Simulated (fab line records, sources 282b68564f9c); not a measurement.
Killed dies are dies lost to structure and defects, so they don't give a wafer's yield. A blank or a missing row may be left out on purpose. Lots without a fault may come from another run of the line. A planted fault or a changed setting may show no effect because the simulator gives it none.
Split-lot experiment | flow rit_cmos | 5 lots, 23 wafers read, on a route of 202 steps

THE SPLIT
At RIT_GATE_CVD_08 (deposits poly-Si from SiH4, target thk 250 nm, time 2220 s), the setting sih4_flow_sccm was moved away from the recipe's 100 sccm on 15 of the 23 wafers read, by -14.0% to +8.0%. The other wafers ran this setting at the recipe's value.

FROM THE SPLIT TO THE READING: what the file shows between them, 5 steps
- RIT_GATE_THK_MEAS_09
- RIT_GATE_EXPOSE_13: exposes mask M6, target cd 150 nm (also split here: dose_mj)
- RIT_GATE_PEB_14
- RIT_GATE_DEVELOP_15: develop time 50 s
- RIT_GATE_CD_MEAS_16: target cd 150 nm

THE READING
oes_product_au, in a.u., at RIT_GATE_ETCH_19 (etches poly-Si in SF6/CHF3/O2, stops on SiO2, time 165 s, target depth 312.5 nm). Fault-free wafers of this fab line usually give 0.857 a.u., standard deviation 0.013 a.u..

wafer  | tool, chamber at the split | sih4_flow_sccm as run, sccm | against the recipe | oes_product_au, a.u. | against lot-mates on the recipe
L076.1 | -, -                       | 85.99                       | -14.0%             | 0.762                | no lot-mate on the recipe
L076.2 | -, -                       | 85.99                       | -14.0%             | 0.765                | no lot-mate on the recipe
L076.3 | -, -                       | 85.99                       | -14.0%             | 0.764                | no lot-mate on the recipe
L076.5 | -, -                       | 85.99                       | -14.0%             | 0.765                | no lot-mate on the recipe
L076.6 | -, -                       | 85.99                       | -14.0%             | 0.739                | no lot-mate on the recipe
L081.2 | -, -                       | 108                         | +8.0%              | 0.888                | no lot-mate on the recipe
L081.3 | -, -                       | 108                         | +8.0%              | 0.924                | no lot-mate on the recipe
L081.4 | -, -                       | 108                         | +8.0%              | 0.932                | no lot-mate on the recipe
L081.5 | -, -                       | 108                         | +8.0%              | 0.889                | no lot-mate on the recipe
L081.6 | -, -                       | 108                         | +8.0%              | 0.903                | no lot-mate on the recipe
L083.1 | -, -                       | 105.2                       | +5.2%              | 0.885                | no lot-mate on the recipe
L083.2 | -, -                       | 105.2                       | +5.2%              | 0.890                | no lot-mate on the recipe
L083.4 | -, -                       | 105.2                       | +5.2%              | 0.891                | no lot-mate on the recipe
L083.5 | -, -                       | 105.2                       | +5.2%              | 0.888                | no lot-mate on the recipe
L083.6 | -, -                       | 105.2                       | +5.2%              | 0.898                | no lot-mate on the recipe
L084.1 | -, -                       | 100                         | recipe             | 0.848                | -
L084.3 | -, -                       | 100                         | recipe             | 0.841                | -
L084.4 | -, -                       | 100                         | recipe             | 0.847                | -
L084.5 | -, -                       | 100                         | recipe             | 0.847                | -
L084.6 | -, -                       | 100                         | recipe             | 0.849                | -
L085.3 | lpcvd-02, 0                | 100                         | recipe             | 0.862                | -
L085.5 | lpcvd-02, 0                | 100                         | recipe             | 0.880                | -
L085.6 | lpcvd-02, 0                | 100                         | recipe             | 0.867                | -

THE FIT
A straight line over all 23 wafers: oes_product_au changes by +0.00677 a.u. for each +1% of sih4_flow_sccm; r = +0.97; the points scatter about the line by 0.013 a.u..
Too few moved wafers have a lot-mate on the recipe to fit a line with each lot's own level taken away.

THE WHOLE CHAIN: every reading that the file lists as answering this split, in the file's order
step                   | what it does                                                                    | reading                                                                        | change (the file's fit)                   | r (the file's)
RIT_GATE_CVD_08        | deposits poly-Si from SiH4, target thk 250 nm, time 2220 s                      | poly-Si_of_GATE_CVD_08.thk_nm (the simulator's own value, which no gauge read) | +2.68 nm for each +1% of the setting      | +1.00
RIT_GATE_THK_MEAS_09   |                                                                                 | GATE_POLY_THK                                                                  | +2.69 for each +1% of the setting         | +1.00
RIT_GATE_ETCH_19       | etches poly-Si in SF6/CHF3/O2, stops on SiO2, time 165 s, target depth 312.5 nm | oes_product_au                                                                 | +0.00677 a.u. for each +1% of the setting | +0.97
RIT_GATE_ETCH_19       | etches poly-Si in SF6/CHF3/O2, stops on SiO2, time 165 s, target depth 312.5 nm | etch.depth_nm (the simulator's own value, which no gauge read)                 | +2.67 nm for each +1% of the setting      | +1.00
RIT_GATE_ETCH_19       | etches poly-Si in SF6/CHF3/O2, stops on SiO2, time 165 s, target depth 312.5 nm | GATE.feature_depth_nm (the simulator's own value, which no gauge read)         | +2.68 nm for each +1% of the setting      | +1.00
RIT_SPACER_ETCHBACK_05 | etches Si3N4 in SF6/CHF3, stops on SiO2, target depth 250 nm, time 240 s        | poly-Si_of_GATE_CVD_08.thk_nm (the simulator's own value, which no gauge read) | +2.56 nm for each +1% of the setting      | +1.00

THE FILE'S OWN FIT
oes_product_au changes by +0.00677 a.u. for each +1% of sih4_flow_sccm, r = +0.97.
